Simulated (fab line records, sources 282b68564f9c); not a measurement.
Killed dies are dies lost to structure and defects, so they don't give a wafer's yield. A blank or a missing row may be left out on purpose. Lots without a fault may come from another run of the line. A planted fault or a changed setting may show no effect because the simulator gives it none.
fab line records | flow rit_cmos
record lots=6 wafers=18 last_day=7
route steps=202 shown NWELL@38 PWELL@39 WELLDRIVE@50 NRETRO@53 M1@202
lots that met no fault: from a run of the same line without faults
start_h: hours from the record's first day to the start of the lot's first wafer shown | wait_h: hours since the lot's step before | " the same as in the row above | L1.1+2: a row that stands for several wafers | - no value, or no start given | * or withheld: withheld | < > ~ a bound
route shown NAME@n: a module of which the file shows steps, and the number in the route of the first | usual: mean/standard deviation of fault-free wafers | same: alike in all rows | chamber/n: place in a boat | sites: the reading at each site | _std_site: their standard deviation | _edge_site: outer sites' mean less inner sites' | radius_mm: how far each site lies from the wafer's centre | mask NAME#n: copy n | behind: the tool/chamber that last shaped the wafer | hold: why the lot was held/for how many hours/how that ended | device: the transistor (n, p or np) that didn't switch | end of line: the same wafers' tests at the end of the route | a step without rows: its recipe alone | killed: dies lost to structure and defects at the first sort, not the wafer's yield | map: a wafer's dies, x killed, . not, _ none there
set.NAME: the setting as run; set.NAME@STEP: as run at that earlier step | model.NAME: the simulator's own value behind a step, which no gauge read
lots at some steps of the route; a table a step, a row a wafer
services: from which hour (start_h, from the record's first day; less than 0 if before it) a tool's chamber was out of use, for how many hours, and why
## steps
# step RIT_NWELL_TW_MEAS_10
# usual NWELL_TW=2153/12
# columns lot.wafer tool chamber start_h wait_h NWELL_TW
L981.1 film_metro-04 - 64.38 0.1 2164
L981.4 " - " " 2139
L981.5 " - " " 2137
L982.2 film_metro-02 - 68.97 0.1 2150
L982.3 " - " " 2145
L982.6 " - " " 2158
L983.4 film_metro-04 - 73.19 0.1 2169
L983.5 " - " " 2170
L983.6 " - " " 2173
L984.1 film_metro-04 - 80.79 0.1 2165
L984.2 " - " " 2169
L984.6 " - " " 2164
L991.2 film_metro-04 - 116.57 0.1 2152
L991.3 " - " " 2138
L991.4 " - " " 2144
L995.2 film_metro-03 - 132.03 0.1 2156
L995.3 " - " " 2149
L995.4 " - " " 2161
# step RIT_PWELL_HMDS_00
# recipe prime_time_s=60 prime_temp_c=140
# step RIT_PWELL_COAT_01
# recipe resist=NOVOLAK spin_rpm=2000 resist_thk_nm=1300
# step RIT_PWELL_SOFTBAKE_02
# recipe resist=NOVOLAK temp_c=90 time_s=61.68
# usual chill_plate_temp_C=23.00/0.11 plate_sensor_t_centre_C=90.969/0.01 plate_sensor_t_edge_C=91.021/0.011 softbake_temp_c=89.98/0.12
# columns lot.wafer tool chamber start_h wait_h chill_plate_temp_C plate_sensor_t_centre_C plate_sensor_t_edge_C softbake_temp_c
L981.1 litho_track-04 0 64.74 0.1 22.94 90.957 91.011 89.89
L981.4 " 0 " " 22.90 90.959 91.026 90.07
L981.5 " 0 " " 22.95 90.972 90.999 90.00
L982.2 litho_track-01 0 69.36 0.1 22.74 90.987 91.021 90.10
L982.3 " 0 " " 22.81 90.962 91.018 90.07
L982.6 " 0 " " 22.96 90.980 90.999 90.17
L983.4 litho_track-01 0 73.60 0.1 22.86 90.970 91.029 90.05
L983.5 " 0 " " 23.00 90.973 91.023 90.05
L983.6 " 0 " " 23.12 90.965 91.012 90.18
L984.1 litho_track-01 0 81.15 0.1 22.88 90.967 91.038 90.13
L984.2 " 0 " " 22.91 90.957 91.017 89.81
L984.6 " 0 " " 22.91 90.961 91.021 90.05
L991.2 litho_track-03 0 116.95 0.1 23.21 90.986 91.020 89.79
L991.3 " 0 " " 22.95 90.971 91.027 89.80
L991.4 " 0 " " 23.00 90.966 91.020 89.97
L995.2 litho_track-03 0 132.44 0.1 22.84 90.960 91.024 89.97
L995.3 " 0 " " 22.88 90.981 91.028 90.03
L995.4 " 0 " " 22.90 90.960 91.024 90.01
# step RIT_PWELL_EXPOSE_03
# recipe mask_id=M3 na=0.57 target_cd_nm=43700 dose_mj=250
# step RIT_PWELL_PEB_04
# recipe resist=NOVOLAK temp_c=withheld time_s=withheld
# step RIT_PWELL_DEVELOP_05
# recipe resist=NOVOLAK develop_time_s=68 dev_temp_c=23
# step RIT_PWELL_OVL_MEAS_06
# usual PWELL_OVL=-0.2/1.5
# columns lot.wafer tool chamber start_h wait_h PWELL_OVL[nm]
L981.1 overlay-02 - 65.45 - 0.8
L981.4 " - " " -0.1
L981.5 " - " " 1.2
L982.2 overlay-02 - 69.92 - 0.3
L982.3 " - " " 1.3
L982.6 " - " " -0.5
L983.4 overlay-01 - 74.12 - -4.5
L983.5 " - " " -2.7
L983.6 " - " " -1.6
L984.1 overlay-01 - 81.86 - -0.2
L984.2 " - " " -0.4
L984.6 " - " " 0.5
L991.2 overlay-01 - 117.51 - -2.7
L991.3 " - " " -1.6
L991.4 " - " " -1.8
L995.2 overlay-01 - 133.13 - -0.9
L995.3 " - " " -0.5
L995.4 " - " " 1.3
# step RIT_PWELL_HARDBAKE_07
# recipe resist=NOVOLAK temp_c=140 time_s=120
# step RIT_PWELL_IMPLANT_08
# recipe species=B energy_kev=170 dose_cm2=7e+13 tilt_deg=7
# step RIT_PWELL_STRIP_09
# recipe chemistry=O2 time_s=180 resist=NOVOLAK platen_temp_c=withheld power_w=500 pressure_mtorr=4000 o2_flow_sccm=4000
# usual drypump_motor_current_A=5.8/0.33
# columns lot.wafer tool chamber start_h wait_h drypump_motor_current_A rf_hours_counter_h
L981.1 plasma_asher-04 0 65.88 0.1 5.4 40
L981.4 " 1 " " 5.9 -
L981.5 " 1 " " 5.9 -
L982.2 plasma_asher-03 1 70.35 0.1 5.8 27
L982.3 " 1 " " 5.8 -
L982.6 " 0 " " 6.4 -
L983.4 plasma_asher-02 1 74.60 0.1 5.5 -
L983.5 " 1 " " 5.5 -
L983.6 " 0 " " 6.2 -
L984.1 plasma_asher-03 0 82.30 0.1 6.3 28
L984.2 " 1 " " 5.8 28
L984.6 " 0 " " 6.3 -
L991.2 plasma_asher-04 0 117.94 0.1 5.4 46
L991.3 " 0 " " 5.4 -
L991.4 " 1 " " 5.9 -
L995.2 plasma_asher-04 1 133.56 0.1 5.9 48
L995.3 " 1 " " 5.9 -
L995.4 " 0 " " 5.4 -
# step RIT_PWELL_TW_MEAS_10
# usual PWELL_TW=956/4.8
# columns lot.wafer tool chamber start_h wait_h PWELL_TW
L981.1 film_metro-04 - 66.06 0.1 953
L981.4 " - " " 948
L981.5 " - " " 956
L982.2 film_metro-03 - 70.54 0.1 958
L982.3 " - " " 956
L982.6 " - " " 958
L983.4 film_metro-02 - 74.74 0.1 962
L983.5 " - " " 957
L983.6 " - " " 954
L984.1 film_metro-04 - 82.47 0.1 961
L984.2 " - " " 966
L984.6 " - " " 960
L991.2 film_metro-04 - 118.12 0.1 955
L991.3 " - " " 950
L991.4 " - " " 953
L995.2 film_metro-03 - 133.74 0.1 955
L995.3 " - " " 962
L995.4 " - " " 963
# step RIT_WELLDRIVE_ANNEAL_00
# recipe temp_c=1100 time_s=14700 ambient=N2
# usual run_length_s=18268/4.8 spike_tc_centre_C=1102.4/1.7 zone_power_load_pct=45.0/1.1 zone_power_source_pct=46.1/1.9
# columns lot.wafer tool chamber start_h wait_h run_length_s spike_tc_centre_C zone_power_load_pct zone_power_source_pct
L981.1 furnace-04 0 66.65 0.6 18267 1103.1 45.4 46.6
L981.4 " 0 " " 18267 1103.7 45.0 47.4
L981.5 " 0 " " 18267 1103.2 45.8 46.6
L982.2 furnace-01 0 72.10 1.6 18258 1098.8 46.6 43.7
L982.3 " 0 " " 18258 1103.5 45.1 44.1
L982.6 " 0 " " 18258 1098.7 45.4 44.1
L983.4 furnace-04 0 74.77 0.0 15326 1103.5 44.7 47.4
L983.5 " 0 " " 15326 1103.0 45.6 46.0
L983.6 " 0 " " 15326 1104.2 45.6 47.4
L984.1 furnace-04 0 83.10 0.6 15336 1102.4 45.4 46.1
L984.2 " 0 " " 15336 1103.0 46.2 47.2
L984.6 " 0 " " 15336 1104.1 45.8 46.0
L991.2 furnace-01 0 118.17 0.0 18266 1098.5 45.6 43.8
L991.3 " 0 " " 18266 1100.0 45.7 43.6
L991.4 " 0 " " 18266 1101.0 45.4 43.1
L995.2 furnace-01 0 135.64 1.9 18271 1100.4 46.0 43.9
L995.3 " 0 " " 18271 1100.3 46.0 44.0
L995.4 " 0 " " 18271 1099.9 45.2 43.4
# step RIT_WELLDRIVE_RS_MEAS_01
# recipe thk_meas_gauge=four-point-probe
# usual NWELL_RS=275.5/0.7
# columns lot.wafer tool chamber start_h wait_h NWELL_RS[ohm/sq]
L981.1 film_metro-02 - 71.74 0.0 275.7
L981.4 " - " " 276.8
L981.5 " - " " 276.1
L982.2 film_metro-04 - 77.20 0.0 274.5
L982.3 " - " " 274.4
L982.6 " - " " 275.2
L983.4 film_metro-04 - 79.92 0.9 285.5
L983.5 " - " " 285.8
L983.6 " - " " 286.5
L984.1 film_metro-04 - 88.19 0.8 286.3
L984.2 " - " " 286.8
L984.6 " - " " 287.4
L991.2 film_metro-03 - 123.28 0.0 275.2
L991.3 " - " " 275.0
L991.4 " - " " 275.2
L995.2 film_metro-04 - 140.74 0.0 275.4
L995.3 " - " " 275.2
L995.4 " - " " 275.9
# step RIT_WELLDRIVE_RS_MEAS_02
# recipe thk_meas_gauge=four-point-probe
# usual PWELL_RS=429.7/0.94
# columns lot.wafer tool chamber start_h wait_h PWELL_RS[ohm/sq]
L981.1 film_metro-02 - 71.86 0.1 429.6
L981.4 " - " " 429.5
L981.5 " - " " 429.2
L982.2 film_metro-04 - 77.32 0.1 429.2
L982.3 " - " " 428.8
L982.6 " - " " 430.6
L983.4 film_metro-04 - 80.04 0.1 439.4
L983.5 " - " " 440.3
L983.6 " - " " 440.9
L984.1 film_metro-04 - 88.31 0.1 439.2
L984.2 " - " " 440.1
L984.6 " - " " 439.3
L991.2 film_metro-03 - 123.40 0.1 429.3
L991.3 " - " " 431.2
L991.4 " - " " 430.7
L995.2 film_metro-04 - 140.86 0.1 428.9
L995.3 " - " " 430.1
L995.4 " - " " 428.0
# step RIT_NRETRO_HMDS_00
# recipe prime_time_s=60 prime_temp_c=140
# step RIT_M1_PROBE_99
# usual killed_at_front_end=7/3.4 killed_dies=7/3.4 killed_open=3.4/2 killed_short=3.6/2.1
# same gross_dies=264 killed_at_M0_to_M3=0 killed_at_M4_up=0 killed_at_back_side=0 killed_at_contacts=0 killed_at_other=0
# columns lot.wafer tool chamber start_h wait_h killed_at_front_end killed_dies killed_open killed_short model.etest.nwell_pinched.rs_ohm_sq model.etest.pwell_pinched.rs_ohm_sq model.etest.pwell.rs_ohm_sq model.etest.field_p_metal.vt_v model.etest.field_p.vt_v model.etest.diode_pplus_nwell.bv_v model.etest.diode_nplus_pwell.bv_v model.etest.iso_nwell_nwell.lateral_log10_a_um
L981.1 prober-02 - 103.77 0.1 3 3 1 2 335.8 459.7 417.2 -29.48 -12.96 6.687 6.029 -7.35
L981.4 prober-02 - 103.92 0.2 8 8 2 6 341.4 453.6 410.5 -28.62 -12.85 6.77 6.009 -7.383
L981.5 prober-02 - 103.97 0.2 3 3 1 2 340.3 462.7 415.9 -29.33 -12.91 6.763 6.054 -7.295
L982.2 prober-01 - 107.13 0.1 10 10 3 7 336.7 456.6 412.2 -29.99 -12.73 6.523 6.001 -7.401
L982.3 prober-01 - 107.18 0.2 5 5 2 3 341.2 466 413.8 -29.52 -12.81 6.666 6.014 -7.356
L982.6 prober-01 - 107.33 0.2 4 4 2 2 340.7 466.8 416 -29.56 -12.73 6.629 6.034 -7.364
L983.4 prober-02 - 113.89 0.2 3 3 0 3 360.3 463.4 415.7 -28.87 -11.98 6.48 5.871 -7.606
L983.5 prober-02 - 113.94 0.2 0 0 0 0 356.9 468.2 420.9 -28.66 -12.02 6.413 5.909 -7.409
L983.6 prober-02 - 113.99 0.2 2 2 1 1 359.4 469.5 419.5 -28.25 -12.06 6.433 5.93 -7.548
L984.1 prober-01 - 122.84 0.1 12 12 4 8 364.4 474.9 423.6 -26.84 -11.83 6.523 5.842 -7.287
L984.2 prober-01 - 122.89 0.1 10 10 4 6 361.2 469.4 422.4 -26.57 -11.79 6.58 5.874 -7.545
L984.6 prober-01 - 123.09 0.2 10 10 3 7 361 459.7 422.5 -26.87 -11.87 6.555 5.82 -7.574
L991.2 prober-02 - 152.79 0.1 2 2 1 1 328.9 456.1 419 -30.7 -13.27 6.532 6.001 -7.296
L991.3 prober-02 - 152.84 0.2 10 10 6 4 336 455.3 411.4 -29.93 -13.25 6.607 5.997 -7.366
L991.4 prober-02 - 152.89 0.2 5 5 3 2 338.6 452.1 409.5 -30.58 -13.23 6.628 5.992 -7.354
L995.2 prober-02 - 170.04 0.1 14 14 6 8 338 467.3 412.1 -31 -13.02 6.647 6.014 -7.334
L995.3 prober-02 - 170.09 0.2 8 8 3 5 338.3 461.9 411.1 -30.85 -12.93 6.668 6.002 -7.304
L995.4 prober-02 - 170.14 0.2 5 5 2 3 337.4 465.8 414.6 -31.4 -12.99 6.659 5.97 -7.358
# killed by level:class
L981.1 FOX1:geometric_particle:open=1 GATE:geometric_particle:short=1 REOX:geometric_particle:short=1
L981.4 GATE:geometric_particle:short=3 FOX2:geometric_particle:open=1 GATE:geometric_particle:open=1 REOX:geometric_particle:short=1 SPACER:geometric_particle:short=1 SILICIDE:geometric_particle:short=1
L981.5 GATE:geometric_particle:short=1 GATE:geometric_particle:open=1 SILICIDE:geometric_particle:short=1
L982.2 GATE:geometric_particle:short=4 SILICIDE:geometric_particle:short=2 FOX2:geometric_particle:open=1 GATE:geometric_particle:open=1 SPACER:geometric_particle:short=1 SILICIDE:geometric_particle:open=1
L982.3 FOX1:geometric_particle:short=1 GATE:geometric_particle:short=1 GATE:geometric_particle:open=1 SPACER:geometric_particle:open=1 SILICIDE:geometric_particle:short=1
L982.6 GATE:geometric_particle:open=1 GATE:geometric_particle:short=1 SILICIDE:geometric_particle:open=1 SILICIDE:geometric_particle:short=1
L983.4 FOX1:geometric_particle:short=1 FOX2:geometric_particle:short=1 GATE:geometric_particle:short=1
L983.5
L983.6 GATE:geometric_particle:open=1 SILICIDE:geometric_particle:short=1
L984.1 SPACER:geometric_particle:short=4 GATE:geometric_particle:short=2 GATE:geometric_particle:open=2 SILICIDE:geometric_particle:short=2 FOX1:geometric_particle:open=1 STARTING-WAFER:geometric_particle:open=1
L984.2 SPACER:geometric_particle:short=3 REOX:geometric_particle:open=2 REOX:geometric_particle:short=2 FOX2:geometric_particle:open=1 GATE:geometric_particle:open=1 GATE:geometric_particle:short=1
L984.6 GATE:geometric_particle:short=3 GATE:geometric_particle:open=2 SPACER:geometric_particle:short=2 REOX:geometric_particle:short=1 SILICIDE:geometric_particle:open=1 SILICIDE:geometric_particle:short=1
L991.2 GATE:geometric_particle:open=1 GATE:geometric_particle:short=1
L991.3 GATE:geometric_particle:open=3 FOX1:geometric_particle:open=2 FOX1:geometric_particle:short=1 FOX2:geometric_particle:short=1 GATE:geometric_particle:short=1 SPACER:geometric_particle:short=1 SILICIDE:geometric_particle:open=1
L991.4 FOX1:geometric_particle:short=1 FOX2:geometric_particle:open=1 GATE:geometric_particle:short=1 GATE:geometric_particle:open=1 SPACER:geometric_particle:open=1
L995.2 GATE:geometric_particle:short=3 SPACER:geometric_particle:open=3 GATE:geometric_particle:open=2 REOX:geometric_particle:short=2 FOX1:geometric_particle:short=1 FOX1:geometric_particle:open=1 FOX2:geometric_particle:short=1 SILICIDE:geometric_particle:short=1
L995.3 SPACER:geometric_particle:short=3 GATE:geometric_particle:open=2 GATE:geometric_particle:short=2 REOX:geometric_particle:open=1
L995.4 FOX2:geometric_particle:short=1 FOX2:geometric_particle:open=1 GATE:geometric_particle:open=1 GATE:geometric_particle:short=1 SPACER:geometric_particle:short=1
## services
# columns tool chamber start_h hours kind
plasma_asher-04 - 46.52 3.4 repair
plasma_asher-02 - 52.80 3.8 repair
plasma_asher-04 - 59.29 5.9 repair
plasma_asher-04 - 68.83 0.6 repair
plasma_asher-03 - 101.48 7.2 repair
furnace-04 - 109.51 3.7 pm
furnace-01 - 111.23 1.6 pm
## key
first_sign step=RIT_WELLDRIVE_ANNEAL_00 reading=run_length_s direction=down sigmas=99+ usual=* struck=*
effect step=RIT_WELLDRIVE_RS_MEAS_01 reading=NWELL_RS direction=up sigmas=16 usual=275.5 struck=286.4
effect step=RIT_WELLDRIVE_RS_MEAS_02 reading=PWELL_RS direction=up sigmas=11 usual=429.7 struck=439.9
model_effect step=RIT_M1_PROBE_99 value=etest.nwell_pinched.rs_ohm_sq without=340.4 struck=360.5
met_at RIT_WELLDRIVE_ANNEAL_00
struck_wafers L983.4,L983.5,L983.6,L984.1,L984.2,L984.6
tester_left_out L983,L984
fault kind=process_parameter_drift tool=furnace-04 chamber=- onset_h=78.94 steps=RIT_WELLDRIVE_ANNEAL_00 channel=time_s offset=* shape=step end_h=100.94 acts_in=* stated=*
# tester_left_out: of these lots the tester's yield and bins aren't shown, on N5 and GAA mostly nor the transistor test; their killed dies are dies lost to structure and defects alone, not to doping, threshold or leakage, so they don't give the yield
